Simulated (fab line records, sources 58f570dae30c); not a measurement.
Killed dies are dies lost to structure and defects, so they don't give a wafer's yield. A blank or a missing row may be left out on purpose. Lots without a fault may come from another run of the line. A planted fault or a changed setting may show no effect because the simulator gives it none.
One fault seen from 2 desks | flow berkeley_cmos170 | each desk has only its own numbers; what lay behind them comes last

THE TOOL OWNER'S DESK: pvd_sputter-01
The tool's own readings at UCB170_M2_SPUTTER_01 (material Al, target thk 900 nm, time 120 s): means of the sampled wafers that have a number, for each lot that ran on this tool. A lot is out of limits, marked OUT, if its mean lies more than 4 standard deviations from the usual mean; the brackets give that distance.
Columns: A = chamber_pressure_pa at UCB170_M2_SPUTTER_01, usual 0.5000 Pa; B = throttle_valve_pct at UCB170_M2_SPUTTER_01, usual 30.1 %
lot  | first seen here | A                        | B
L947 | day 8 13:18     | 0.4993                   | 29.4
L950 | day 9 02:22     | 0.4997                   | 29.8
L960 | day 10 23:19    | 0.6712 (+99 or more) OUT | 26.0
L962 | day 12 02:41    | 0.6712 (+99 or more) OUT | 25.6 (-4.1) OUT
This desk's finding: out of limits on L960, L962; first on L960, day 10 23:19 (chamber_pressure_pa at UCB170_M2_SPUTTER_01). In limits: L947, L950.

THE METROLOGY DESK
What the gauges read, lot by lot, whatever tool the lot ran on: means of the sampled wafers that have a number. A lot is out of limits, marked OUT, if its mean lies more than 4 standard deviations from the usual mean; the brackets give that distance.
Columns: A = M2_AL_RS at UCB170_M2_RS_MEAS_02, usual 0.0322 ohm/sq; B = M2_AL_THK at UCB170_M2_THK_MEAS_03, usual 883 nm; C = cd_nm at UCB170_M2_CD_MEAS_15, usual 699.7 nm
lot  | first seen here | A                | B              | C
L949 | day 8 11:14     | 0.0321           | 887            | 702.1
L947 | day 8 13:23     | 0.0323           | 877            | 701.9
L948 | day 8 13:49     | 0.0324           | 880            | 704.7
L950 | day 9 02:26     | 0.0322           | 883            | 701.1
L952 | day 9 04:40     | 0.0322           | 883            | 699.9
L951 | day 9 05:44     | 0.0320           | 884            | 698.3
L953 | day 9 11:35     | 0.0321           | 886            | 699.7
L960 | day 10 23:28    | 0.0353 (+10) OUT | 800 (-10) OUT  | 699.4
L961 | day 11 12:46    | 0.0324           | 877            | 698.3
L962 | day 12 02:46    | 0.0356 (+11) OUT | 802 (-9.7) OUT | 701.0
L965 | day 12 09:11    | 0.0321           | 883            | 698.5
L964 | day 12 11:35    | 0.0324           | 881            | 699.5
L967 | day 13 02:24    | 0.0323           | 881            | 701.8
L969 | day 13 05:13    | 0.0322           | 881            | 698.7
This desk's finding: out of limits on L960, L962; first on L960, day 10 23:28 (M2_AL_RS at UCB170_M2_RS_MEAS_02). In limits: L949, L947, L948, L950, L952, L951, L953, L961, L965, L964, L967, L969.

PUT TOGETHER
The tool owner's desk could have raised an alarm at day 10 23:19, on L960, L962.
The metrology desk could have raised an alarm at day 10 23:28, on L960, L962.
Of the lots named, all ran UCB170_M2_SPUTTER_01 on pvd_sputter-01.

WHAT THE SIMULATOR HAD PUT IN
Process parameter drift: pvd_sputter-01, from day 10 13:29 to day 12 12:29, at UCB170_M2_SPUTTER_01. Setting chamber_pressure_pa, moved by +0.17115, from 0.5. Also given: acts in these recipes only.
Lots struck among those shown: L960, L962.
Hours from the fault's start to each desk's first reading out of limits: the tool owner's desk, 10; the metrology desk, 10.
